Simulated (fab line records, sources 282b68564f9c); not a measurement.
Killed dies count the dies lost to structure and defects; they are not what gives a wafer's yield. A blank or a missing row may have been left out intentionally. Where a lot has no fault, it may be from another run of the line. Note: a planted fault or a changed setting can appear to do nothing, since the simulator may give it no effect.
Split-lot study	flow rit_cmos	23 wafers read across 5 lots, on a route 202 steps long

== ON THE SPLIT ==
At RIT_PLDD_COAT_01 (resist thk 1000 nm), the setting resist_thk_nm was moved away from the recipe's 1000 nm on 9 of the 23 wafers read, by -3.3% to +5.8%. For the rest of the wafers, this setting stayed at what the recipe calls for.

== FROM THE SPLIT TO THE READING: what the file shows between them, 3 steps ==
- RIT_PLDD_SOFTBAKE_02: time 60 s
- RIT_PLDD_EXPOSE_03: exposes mask M8, target cd 40900 nm
- RIT_PLDD_DEVELOP_05: develop time 50 s

== THE READING ==
NOVOLAK_of_PLDD_COAT_01.thk_nm (the simulator's own value, which no gauge read), in nm, at RIT_PLDD_HARDBAKE_07 (time 60 s). There is no usual value for it anywhere in the file. The 14 wafers here that ran the recipe average 881.8 nm, standard deviation 2 nm.

wafer	tool, chamber at the split	resist_thk_nm as run, nm	against the recipe	NOVOLAK_of_PLDD_COAT_01.thk_nm, nm	against lot-mates on the recipe
L074.1	litho_track-01, 0	1000	recipe	882.6	-
L074.4	litho_track-01, 0	1000	recipe	882.1	-
L074.5	litho_track-01, 0	1000	recipe	887	-
L076.1	litho_track-03, 0	975.4	-2.5%	863.9	-17.6
L076.2	litho_track-03, 0	1000	recipe	883.1	-
L076.4	litho_track-03, 0	975.4	-2.5%	863.2	-18.3
L076.5	litho_track-03, 0	1000	recipe	880	-
L076.6	litho_track-03, 0	975.4	-2.5%	858.7	-22.8
L077.1	litho_track-01, 0	1000	recipe	879.1	-
L077.3	litho_track-01, 0	1037	+3.7%	913.7	+32.5
L077.4	litho_track-01, 0	1000	recipe	883.6	-
L077.5	litho_track-01, 0	1000	recipe	880.9	-
L077.6	litho_track-01, 0	1037	+3.7%	916.4	+35.2
L081.1	litho_track-03, 0	1000	recipe	881.9	-
L081.2	litho_track-03, 0	1000	recipe	881.4	-
L081.4	litho_track-03, 0	1000	recipe	879.1	-
L081.5	litho_track-03, 0	966.8	-3.3%	852.4	-28.4
L081.6	litho_track-03, 0	966.8	-3.3%	852.7	-28.1
L083.1	litho_track-03, 0	1058	+5.8%	933.2	+51.6
L083.3	litho_track-03, 0	1000	recipe	881.1	-
L083.4	litho_track-03, 0	1000	recipe	882.8	-
L083.5	litho_track-03, 0	1058	+5.8%	932	+50.4
L083.6	litho_track-03, 0	1000	recipe	881	-

FIT RESULTS
A straight line over all 23 wafers: NOVOLAK_of_PLDD_COAT_01.thk_nm changes by +8.71 nm for each +1% of resist_thk_nm; r = +1.00; the points scatter about the line by 2 nm.
The same after taking each lot's own level away (the mean of its wafers on the recipe; 23 wafers): +8.69 nm for each +1%; r = +1.00; scatter 1.8 nm.
The reading moves by 50 nm for the largest change in resist_thk_nm, on that fit.
Across the lots, their own levels run from 880.80 to 883.90 nm, a range of 1.6 times the standard deviation given above.
Consequently the slope shifts little with the lot-to-lot level, the two slopes agreeing.
Check: +50.6 nm against its lot-mates is what the line predicts for one of the wafers moved furthest among these (+5.8%) when that wafer is left out of the fit. Against them it came out at +51.6 nm.

== FURTHER SPLITS ON THESE WAFERS ==
Other splits were also applied to these wafers ahead of the reading. Each is held against what the fit with the lots' levels taken away leaves over:
other split on the same wafers	wafers away from the commonest value	r with NOVOLAK_of_PLDD_COAT_01.thk_nm (lot level and that fit taken away)
RIT_ACTIVE_CVD_03 time_s	10	+0.12
RIT_ACTIVE_COAT_06 spin_rpm	6	-0.21
RIT_FOX1_OXIDATION_00 ox_time_s	18	-0.04
RIT_NWELL_IMPLANT_08 dose_cm2	6	+0.10
RIT_PWELL_DEVELOP_05 dev_temp_c	8	-0.10
RIT_NRETRO_SOFTBAKE_02 temp_c	8	+0.26
RIT_NRETRO_DEVELOP_05 develop_time_s	8	+0.17
RIT_GATE_OXIDATION_05 temp_c	15	+0.00
RIT_GATE_DEVELOP_15 dev_temp_c	8	-0.02
RIT_NLDD_COAT_01 spin_rpm	8	+0.05
RIT_NLDD_IMPLANT_08 energy_kev	8	+0.06

== THE WHOLE CHAIN: every reading that the file lists as answering this split, in the file's order ==
step	what it does	reading	change (the file's fit)	r (the file's)
RIT_PLDD_COAT_01	resist thk 1000 nm	NOVOLAK_of_PLDD_COAT_01.thk_nm (the simulator's own value, which no gauge read)	+9.99 nm for each +1% of the setting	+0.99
RIT_PLDD_HARDBAKE_07	time 60 s	NOVOLAK_of_PLDD_COAT_01.thk_nm (the simulator's own value, which no gauge read)	+8.74 nm for each +1% of the setting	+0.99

== FILE'S OWN FIT ==
NOVOLAK_of_PLDD_COAT_01.thk_nm changes by +8.74 nm for each +1% of resist_thk_nm, r = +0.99.
